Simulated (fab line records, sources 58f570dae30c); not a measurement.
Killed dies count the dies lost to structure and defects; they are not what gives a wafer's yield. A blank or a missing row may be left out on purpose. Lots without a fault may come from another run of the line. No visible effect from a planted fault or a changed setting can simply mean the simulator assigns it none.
Which tool was responsible? / flow berkeleyCmos170 / 14 lots with 42 wafers sampled at 2 steps, on a route of 331 steps

== WHAT THE GAUGES SHOWED, per wafer ==
UCB170_PWELL_OVL_MEAS_13. Usual: for PWELL_OVL the level is 1 nm and the standard deviation is 4.7.
lot=L719; measured=day 3 09:12; on=overlay-02; PWELL_OVL (nm)=1 0 0; flag=
lot=L720; measured=day 3 19:03; on=overlay-02; PWELL_OVL (nm)=3 2 6; flag=
lot=L721; measured=day 3 18:46; on=overlay-02; PWELL_OVL (nm)=3 7 0; flag=
lot=L722; measured=day 4 03:56; on=overlay-02; PWELL_OVL (nm)=3 3 3; flag=
lot=L723; measured=day 4 03:47; on=overlay-02; PWELL_OVL (nm)=0 -3 -4; flag=
lot=L724; measured=day 4 21:33; on=overlay-01; PWELL_OVL (nm)=1 -3 -3; flag=
lot=L726; measured=day 4 21:17; on=overlay-02; PWELL_OVL (nm)=8 6 3; flag=
lot=L727; measured=day 4 22:07; on=overlay-01; PWELL_OVL (nm)=6 4 7; flag=
lot=L728; measured=day 5 06:08; on=overlay-01; PWELL_OVL (nm)=2 2 1; flag=
lot=L732; measured=day 6 08:14; on=overlay-02; PWELL_OVL (nm)=0 7 7; flag=
lot=L733; measured=day 6 08:57; on=overlay-01; PWELL_OVL (nm)=0 2 0; flag=
lot=L738; measured=day 7 11:15; on=overlay-01; PWELL_OVL (nm)=2 2 5; flag=
lot=L739; measured=day 8 00:09; on=overlay-01; PWELL_OVL (nm)=5 10 11; flag=
lot=L741; measured=day 8 00:04; on=overlay-02; PWELL_OVL (nm)=1 4 4; flag=

== WHAT TOOL EACH LOT RAN ON (gives the tool, then ch and the chambers of the sampled wafers, and finally the start) ==
lot=L719; UCB170_ZERO_STRIP_07=plasmaAsher-04 ch 0,1, day 1 23:05
lot=L720; UCB170_ZERO_STRIP_07=plasmaAsher-01 ch 0,1, day 2 05:22
lot=L721; UCB170_ZERO_STRIP_07=plasmaAsher-03 ch 0,1, day 2 05:38
lot=L722; UCB170_ZERO_STRIP_07=plasmaAsher-01 ch 0,1, day 2 13:34
lot=L723; UCB170_ZERO_STRIP_07=plasmaAsher-03 ch 0, day 2 16:02
lot=L724; UCB170_ZERO_STRIP_07=plasmaAsher-04 ch 0,1, day 3 01:05
lot=L726; UCB170_ZERO_STRIP_07=plasmaAsher-03 ch 0,1, day 3 09:46
lot=L727; UCB170_ZERO_STRIP_07=plasmaAsher-01 ch 0,1, day 3 15:07
lot=L728; UCB170_ZERO_STRIP_07=plasmaAsher-03 ch 0,1, day 3 19:21
lot=L732; UCB170_ZERO_STRIP_07=plasmaAsher-04 ch 0,1, day 4 19:06
lot=L733; UCB170_ZERO_STRIP_07=plasmaAsher-03 ch 0,1, day 4 19:08
lot=L738; UCB170_ZERO_STRIP_07=plasmaAsher-03 ch 0,1, day 6 01:22
lot=L739; UCB170_ZERO_STRIP_07=plasmaAsher-01 ch 0,1, day 6 05:46
lot=L741; UCB170_ZERO_STRIP_07=plasmaAsher-01 ch 0,1, day 6 10:19
- UCB170_ZERO_STRIP_07: strips in O2.

== AS READ BY THE TOOLS THEMSELVES (means over the sampled wafers that have a number; for cases with no such wafer, the mark the record gives instead) ==
UCB170_ZERO_STRIP_07. Usual: drypumpMotorCurrentA 5.6 A, standard deviation 0.44; o2FlowSccm 400.2 sccm, standard deviation 1.4; oesProductAu 0.728 a.u., standard deviation 0.0046; stripTimeToEndpointS 21.49 s, standard deviation 0.055.
lot=L719; tool=plasmaAsher-04; drypumpMotorCurrentA (A)=5.9; o2FlowSccm (sccm)=400.0; oesProductAu (a.u.)=0.724; stripTimeToEndpointS (s)=21.45; flag=
lot=L720; tool=plasmaAsher-01; drypumpMotorCurrentA (A)=6.0; o2FlowSccm (sccm)=400.8; oesProductAu (a.u.)=0.726; stripTimeToEndpointS (s)=21.55; flag=
lot=L721; tool=plasmaAsher-03; drypumpMotorCurrentA (A)=5.1; o2FlowSccm (sccm)=400.1; oesProductAu (a.u.)=0.730; stripTimeToEndpointS (s)=21.53; flag=
lot=L722; tool=plasmaAsher-01; drypumpMotorCurrentA (A)=6.0; o2FlowSccm (sccm)=400.5; oesProductAu (a.u.)=0.730; stripTimeToEndpointS (s)=21.48; flag=
lot=L723; tool=plasmaAsher-03; drypumpMotorCurrentA (A)=4.8; o2FlowSccm (sccm)=399.5; oesProductAu (a.u.)=0.724; stripTimeToEndpointS (s)=21.44; flag=
lot=L724; tool=plasmaAsher-04; drypumpMotorCurrentA (A)=5.9; o2FlowSccm (sccm)=400.2; oesProductAu (a.u.)=0.721; stripTimeToEndpointS (s)=21.48; flag=
lot=L726; tool=plasmaAsher-03; drypumpMotorCurrentA (A)=5.3; o2FlowSccm (sccm)=399.2; oesProductAu (a.u.)=0.723; stripTimeToEndpointS (s)=21.48; flag=
lot=L727; tool=plasmaAsher-01; drypumpMotorCurrentA (A)=6.0; o2FlowSccm (sccm)=400.3; oesProductAu (a.u.)=0.725; stripTimeToEndpointS (s)=21.53; flag=
lot=L728; tool=plasmaAsher-03; drypumpMotorCurrentA (A)=5.1; o2FlowSccm (sccm)=399.0; oesProductAu (a.u.)=0.729; stripTimeToEndpointS (s)=21.51; flag=
lot=L732; tool=plasmaAsher-04; drypumpMotorCurrentA (A)=5.9; o2FlowSccm (sccm)=401.0; oesProductAu (a.u.)=0.732; stripTimeToEndpointS (s)=21.50; flag=
lot=L733; tool=plasmaAsher-03; drypumpMotorCurrentA (A)=5.1; o2FlowSccm (sccm)=320.0; oesProductAu (a.u.)=0.709; stripTimeToEndpointS (s)=22.19; flag=OFF
lot=L738; tool=plasmaAsher-03; drypumpMotorCurrentA (A)=5.1; o2FlowSccm (sccm)=319.5; oesProductAu (a.u.)=0.710; stripTimeToEndpointS (s)=22.21; flag=OFF
lot=L739; tool=plasmaAsher-01; drypumpMotorCurrentA (A)=6.0; o2FlowSccm (sccm)=400.7; oesProductAu (a.u.)=0.726; stripTimeToEndpointS (s)=21.50; flag=
lot=L741; tool=plasmaAsher-01; drypumpMotorCurrentA (A)=6.0; o2FlowSccm (sccm)=399.8; oesProductAu (a.u.)=0.723; stripTimeToEndpointS (s)=21.46; flag=

== THE ANSWER, worked out from the rows above alone ==
Rule: a lot counts as off when the mean over its wafers that have a number is more than 3 standard deviations away from the usual mean. A lot without any number at a reading at which 4 lots or more have one is off too. All remaining lots with rows at the step are treated as sound. First the gauges in route order, then the tools' own readings, where a lot's mean is used as printed above. The first step at which some lot is off is used, and at that step the reading that is off furthest; a lot without a number counts as furthest.
Off at UCB170_ZERO_STRIP_07 (o2FlowSccm): L733, L738.
A tool fits if, at that step or a process step before it, it ran every lot that is off, and no sound lot after the first of them. One fits: plasmaAsher-03 at UCB170_ZERO_STRIP_07. Its last sound lot is L728 (day 3 19:21), its first lot that is off L733 (day 4 19:08): a fault that began between those two fits.
The tool's own readings at UCB170_ZERO_STRIP_07 bear it out: on the lots that are off they differ by more than 5 times the standard deviation of the sound lots' means. o2FlowSccm reads 319.8 sccm there against 400.1 sccm on the sound lots; oesProductAu reads 0.710 a.u. there against 0.726 a.u. on the sound lots; stripTimeToEndpointS reads 22.20 s there against 21.49 s on the sound lots.

== WHAT THE SIMULATOR HAD INSERTED ==
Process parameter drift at UCB170_ZERO_STRIP_07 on plasmaAsher-03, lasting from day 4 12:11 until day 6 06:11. The setting o2FlowSccm was moved by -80, starting from 400. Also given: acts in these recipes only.
Lots struck among those shown: L733, L738. This agrees with what the rule above found.
